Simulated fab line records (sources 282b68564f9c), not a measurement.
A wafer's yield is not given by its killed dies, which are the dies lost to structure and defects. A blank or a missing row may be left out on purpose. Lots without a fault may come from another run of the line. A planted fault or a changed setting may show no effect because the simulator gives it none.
Split-lot trial || flow ritCmos || route with 202 steps; 5 lots, 13 wafers read

== THE SPLIT ==
At RIT_M1_METAL_ETCH_12 (etches Al in Cl2/BCl3, stops on SiO2, time 165 s, target depth 600 nm), the setting timeS was moved away from the recipe's 165 s on 6 of the 13 wafers read, by -14.2% to +14.1%. All remaining wafers had this setting at the recipe value.

The reading comes from the split's own step.

== THE READING ==
NOVOLAK_of_M1_COAT_04.thkNm (the simulator's own value, which no gauge read), in nm, at RIT_M1_METAL_ETCH_12 (etches Al in Cl2/BCl3, stops on SiO2, time 165 s, target depth 600 nm). The file gives no usual value for it. Average 791.8 nm, standard deviation 16 nm, over the 7 wafers here run with the recipe.

{"wafer": "L076.3", "tool, chamber at the split": "rieMetal-03, 0", "timeS as run, s": 141.5, "against the recipe": "-14.2%", "NOVOLAK_of_M1_COAT_04.thkNm, nm": 892.7, "against lot-mates on the recipe": "+94.2"}
{"wafer": "L076.4", "tool, chamber at the split": "rieMetal-03, 1", "timeS as run, s": 141.5, "against the recipe": "-14.2%", "NOVOLAK_of_M1_COAT_04.thkNm, nm": 845.3, "against lot-mates on the recipe": "+46.8"}
{"wafer": "L076.6", "tool, chamber at the split": "rieMetal-03, 0", "timeS as run, s": 165, "against the recipe": "recipe", "NOVOLAK_of_M1_COAT_04.thkNm, nm": 798.5, "against lot-mates on the recipe": "-"}
{"wafer": "L079.1", "tool, chamber at the split": "rieMetal-03, 0", "timeS as run, s": 165, "against the recipe": "recipe", "NOVOLAK_of_M1_COAT_04.thkNm, nm": 762.4, "against lot-mates on the recipe": "-"}
{"wafer": "L079.6", "tool, chamber at the split": "rieMetal-03, 1", "timeS as run, s": 143.5, "against the recipe": "-13.0%", "NOVOLAK_of_M1_COAT_04.thkNm, nm": 841.5, "against lot-mates on the recipe": "+79.1"}
{"wafer": "L080.1", "tool, chamber at the split": "rieMetal-02, 1", "timeS as run, s": 165, "against the recipe": "recipe", "NOVOLAK_of_M1_COAT_04.thkNm, nm": 801.8, "against lot-mates on the recipe": "-"}
{"wafer": "L080.2", "tool, chamber at the split": "rieMetal-02, 0", "timeS as run, s": 165, "against the recipe": "recipe", "NOVOLAK_of_M1_COAT_04.thkNm, nm": 801.9, "against lot-mates on the recipe": "-"}
{"wafer": "L080.6", "tool, chamber at the split": "rieMetal-02, 1", "timeS as run, s": 165, "against the recipe": "recipe", "NOVOLAK_of_M1_COAT_04.thkNm, nm": 804.4, "against lot-mates on the recipe": "-"}
{"wafer": "L082.1", "tool, chamber at the split": "rieMetal-03, 1", "timeS as run, s": 188.3, "against the recipe": "+14.1%", "NOVOLAK_of_M1_COAT_04.thkNm, nm": 751.2, "against lot-mates on the recipe": -19.4}
{"wafer": "L082.2", "tool, chamber at the split": "rieMetal-03, 0", "timeS as run, s": 188.3, "against the recipe": "+14.1%", "NOVOLAK_of_M1_COAT_04.thkNm, nm": 723.8, "against lot-mates on the recipe": -46.8}
{"wafer": "L082.3", "tool, chamber at the split": "rieMetal-03, 1", "timeS as run, s": 165, "against the recipe": "recipe", "NOVOLAK_of_M1_COAT_04.thkNm, nm": 770.6, "against lot-mates on the recipe": "-"}
{"wafer": "L085.1", "tool, chamber at the split": "rieMetal-03, 1", "timeS as run, s": 172.2, "against the recipe": "+4.4%", "NOVOLAK_of_M1_COAT_04.thkNm, nm": 786.7, "against lot-mates on the recipe": -16.2}
{"wafer": "L085.2", "tool, chamber at the split": "rieMetal-03, 0", "timeS as run, s": 165, "against the recipe": "recipe", "NOVOLAK_of_M1_COAT_04.thkNm, nm": 802.9, "against lot-mates on the recipe": "-"}

THE FIT
A straight line over all 13 wafers: NOVOLAK_of_M1_COAT_04.thkNm changes by -4.4 nm for each +1% of timeS; r = -0.91; the points scatter about the line by 19 nm.
The same after taking each lot's own level away (the mean of its wafers on the recipe; 13 wafers): -4 nm for each +1%; r = -0.92; scatter 16 nm.
According to that fit, moving timeS by its largest amount changes the reading by 57 nm.
The lots' own levels span 762.40 to 802.90 nm, that is 2.5 times the standard deviation above.
So the lot-to-lot level changes the slope little: the two slopes agree.
Check: with one of the wafers moved furthest among these (-14.2%) left out of the fit, the line predicts +54.4 nm for it against its lot-mates. It came out at +94.2 nm against them.

== OTHER SPLITS ON THESE WAFERS ==
Other splits were also applied to these wafers ahead of the reading. Each is held against what the fit with the lots' levels taken away leaves over:
{"other split on the same wafers": "RIT_SILICIDE_SPUTTER_01 timeS", "wafers away from the commonest value": 3, "r with NOVOLAK_of_M1_COAT_04.thkNm (lot level and that fit taken away)": -0.19}
{"other split on the same wafers": "RIT_CONTACT_CVD_00 timeS", "wafers away from the commonest value": 5, "r with NOVOLAK_of_M1_COAT_04.thkNm (lot level and that fit taken away)": "+0.07"}
{"other split on the same wafers": "RIT_M1_SPUTTER_00 timeS", "wafers away from the commonest value": 0, "r with NOVOLAK_of_M1_COAT_04.thkNm (lot level and that fit taken away)": "-"}
{"other split on the same wafers": "RIT_M1_COAT_04 resistThkNm", "wafers away from the commonest value": 4, "r with NOVOLAK_of_M1_COAT_04.thkNm (lot level and that fit taken away)": "+0.48"}

== THE FILE'S OWN FIT ==
NOVOLAK_of_M1_COAT_04.thkNm changes by -4.22 nm for each +1% of timeS, r = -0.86.
